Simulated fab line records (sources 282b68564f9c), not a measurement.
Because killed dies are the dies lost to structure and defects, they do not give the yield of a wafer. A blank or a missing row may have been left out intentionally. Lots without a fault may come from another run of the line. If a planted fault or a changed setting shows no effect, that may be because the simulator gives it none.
Struck lot and sound lot, side by side	flow rit-cmos	15 out of 202 route steps
Sound: wafers L306.1, L306.3, L306.4. The struck wafers were L310.2, L310.3, L310.5. The cause comes at the end.
Per side, at each step with rows, come the tool, then ch with its chambers, and then its first start. Under that, the readings that differ: sound wafers	struck wafers	difference of the means	sigmas: that difference in standard deviations of wafers without a fault.
alike: readings with means less than 2 such deviations apart, plus words and numbers identical on both sides. not compared: withheld readings, readings lacking a value on some wafer, bounds such as >300 that could conceal the same value, and numbers that have no deviation in the record and whose values overlap.
The two part at a step that has a row with sigmas, a row that says differs or no value, or rows on one side only. Numbers that don't overlap but have no deviation are shown without sigmas and don't part them. Lack of a reading on every wafer of one side parts them only where that side has two or more wafers.

first, 1 step without rows for these wafers: RIT_FOX2_OXIDATION_00 (target thk 350.7 nm, ox time 1130 s).
RIT_FOX2_THK_MEAS_01:
  sound: film-metro-03 at day 3 23:01; struck: film-metro-01 at day 4 18:39
  alike: FOX2_OXIDE_THK
then, 2 steps without rows for these wafers: RIT_FOX2_CLEAN_02 (cleans in dHF, time 180 s); RIT_FOX2_WET_ETCH_03 (etches Si3N4 in H3PO4, target depth 195 nm, time 2700 s).
RIT_FOX2_THK_MEAS_90:
  sound: film-metro-03 at day 4 00:40; struck: film-metro-02 at day 4 19:40
  alike: FIELD_OXIDE_LEFT_1_THK
then, 6 steps without rows for these wafers: RIT_NWELL_HMDS_00 (prime time 60 s); RIT_NWELL_COAT_01 (resist thk 1275 nm); RIT_NWELL_SOFTBAKE_02 (time 60 s); RIT_NWELL_EXPOSE_03 (exposes mask M2, target cd 43900 nm); RIT_NWELL_PEB_04; RIT_NWELL_DEVELOP_05 (develop time 68 s).
RIT_NWELL_OVL_MEAS_06:
  sound: overlay-01 at day 4 01:43; struck: overlay-02 at day 4 20:44
reading	sound	struck	difference	sigmas
NWELL_OVL (nm)	0.1 0.4 1.9	-1.8 -4.0 -2.0	-3.4	-2
RIT_NWELL_HARDBAKE_07: time 120 s.
  sound on litho-track-01 ch 0, day 4 01:46; struck on litho-track-01 ch 0, day 4 20:49
reading	sound	struck	difference	sigmas
heater-power-total-W (W)	52.00 52.09 52.07	53.37 53.41 53.34	+1.32	+20
plate-temp-C (C)	139.81 140.10 139.94	142.62 142.57 142.47	+2.60	+17
after that, 1 step had no rows for these wafers: RIT_NWELL_IMPLANT_08.
RIT_M1_PROBE_99:
  sound: prober-01 at day 5 16:05; struck: prober-01 at day 6 08:55
  alike: killed-at-contacts, killed-at-front-end, killed-dies, killed-open, killed-short

WHERE THEY PART
Earliest at RIT_NWELL_OVL_MEAS_06; latest, in this record, at RIT_NWELL_HARDBAKE_07. Later steps at which nothing parts them and some readings are alike: RIT_M1_PROBE_99.

WHY: what had been put in by the simulator
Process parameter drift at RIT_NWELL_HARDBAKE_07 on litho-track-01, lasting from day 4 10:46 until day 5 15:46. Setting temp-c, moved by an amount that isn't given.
